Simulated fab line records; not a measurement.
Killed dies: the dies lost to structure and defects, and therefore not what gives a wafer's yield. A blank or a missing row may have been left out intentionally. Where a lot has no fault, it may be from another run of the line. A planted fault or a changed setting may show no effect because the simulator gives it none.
Which of the tools did it? -- flow berkeley_cmos170 -- Sampling: 11 lots, 33 wafers, 3 of 331 route steps

== WHAT THE GAUGES READ, wafer by wafer ==
UCB170_NWELL_THK_MEAS_02. Usual: for NWELL_OXIDE_THK the level is 26.5 nm and the standard deviation is 0.57.
lot,measured,on,NWELL_OXIDE_THK (nm),flag
L817,day 2 05:09,film_metro-03,26.8 26.6 26.3,
L818,day 2 07:26,film_metro-03,27.1 26.7 27.0,
L824,day 3 08:44,film_metro-01,26.7 26.6 26.6,
L826,day 3 19:36,film_metro-03,25.7 25.6 25.6,
L832,day 5 00:48,film_metro-04,26.7 26.3 26.8,
L833,day 5 07:20,film_metro-03,26.9 26.6 26.8,
L835,day 5 15:55,film_metro-04,26.4 26.2 25.9,
L836,day 6 03:46,film_metro-01,25.9 25.9 26.2,
L838,day 6 10:36,film_metro-04,25.8 26.1 26.6,
L839,day 6 10:36,film_metro-03,26.7 26.4 26.3,
L840,day 6 16:19,film_metro-04,26.2 26.1 26.4,

UCB170_V1_CD_MEAS_90 targets a cd of 700 nm. Usual: cd_nm 700.1 nm, standard deviation 1.7.
lot,measured,on,cd_nm (nm),flag
L817,day 7 19:59,cd_sem-01,700.1 700.0 698.6,
L818,day 7 19:50,cd_sem-01,700.3 702.8 699.7,
L824,day 8 18:14,cd_sem-01,701.4 700.9 703.0,
L826,day 9 05:14,cd_sem-01,698.9 700.6 700.6,
L832,day 10 07:37,cd_sem-02,701.0 702.2 699.4,
L833,day 10 22:25,cd_sem-02,698.4 700.3 701.7,
L835,day 11 12:43,cd_sem-01,698.5 695.8 698.0,
L836,day 11 10:59,cd_sem-02,698.5 699.9 699.5,
L838,day 11 10:48,cd_sem-02,698.2 698.3 699.5,
L839,day 11 10:43,cd_sem-01,700.7 702.3 701.5,
L840,day 11 13:34,cd_sem-01,700.9 699.6 702.4,

UCB170_V2_THK_MEAS_01. Usual: for V2_TEOS_THK the level is 2012 nm and the standard deviation is 26.
lot,measured,on,V2_TEOS_THK (nm),flag
L817,day 7 23:13,film_metro-02,1973 1975 2014,
L818,day 7 22:57,film_metro-02,1977 2008 2027,
L824,day 8 21:31,film_metro-02,1964 2047 2008,
L826,day 9 08:37,film_metro-02,1994 1998 2024,
L832,day 10 11:13,film_metro-03,1981 2037 2016,
L833,day 11 01:19,film_metro-02,2027 2000 2008,
L835,day 11 16:45,film_metro-02,2010 2024 2018,
L836,day 11 16:09,film_metro-01,1993 2023 2026,
L838,day 11 15:54,film_metro-01,2003 1970 1950,
L839,day 11 15:47,film_metro-03,2009 2026 2056,
L840,day 11 17:29,film_metro-02,1997 1999 2037,

== WHICH TOOL RAN EACH LOT (tool, then ch and the chambers of the sampled wafers, then the start) ==
No process step before these readings appears in the record.

== AS READ BY THE TOOLS THEMSELVES (means over the sampled wafers that have a number; for cases with no such wafer, the mark the record gives instead) ==
The record holds no such reading with a usual standard deviation.

== THE ANSWER, worked out from the rows above alone ==
Rule: lot off if the mean of its wafers having a number is beyond 3 standard deviations from the usual mean. A lot without any number at a reading at which 4 lots or more have one is off too. Any other lot the step has rows for is counted as sound. Order of review: gauges by route order, followed by the tools' own readings, for which a lot's mean as printed above is used. At the first step where some lot is off, the reading lying furthest off is the one used; lots without a number count as furthest.
Across all readings shown, no lot is off: no conclusion can be drawn from this.

== WHAT THE SIMULATOR HAD PUT IN ==
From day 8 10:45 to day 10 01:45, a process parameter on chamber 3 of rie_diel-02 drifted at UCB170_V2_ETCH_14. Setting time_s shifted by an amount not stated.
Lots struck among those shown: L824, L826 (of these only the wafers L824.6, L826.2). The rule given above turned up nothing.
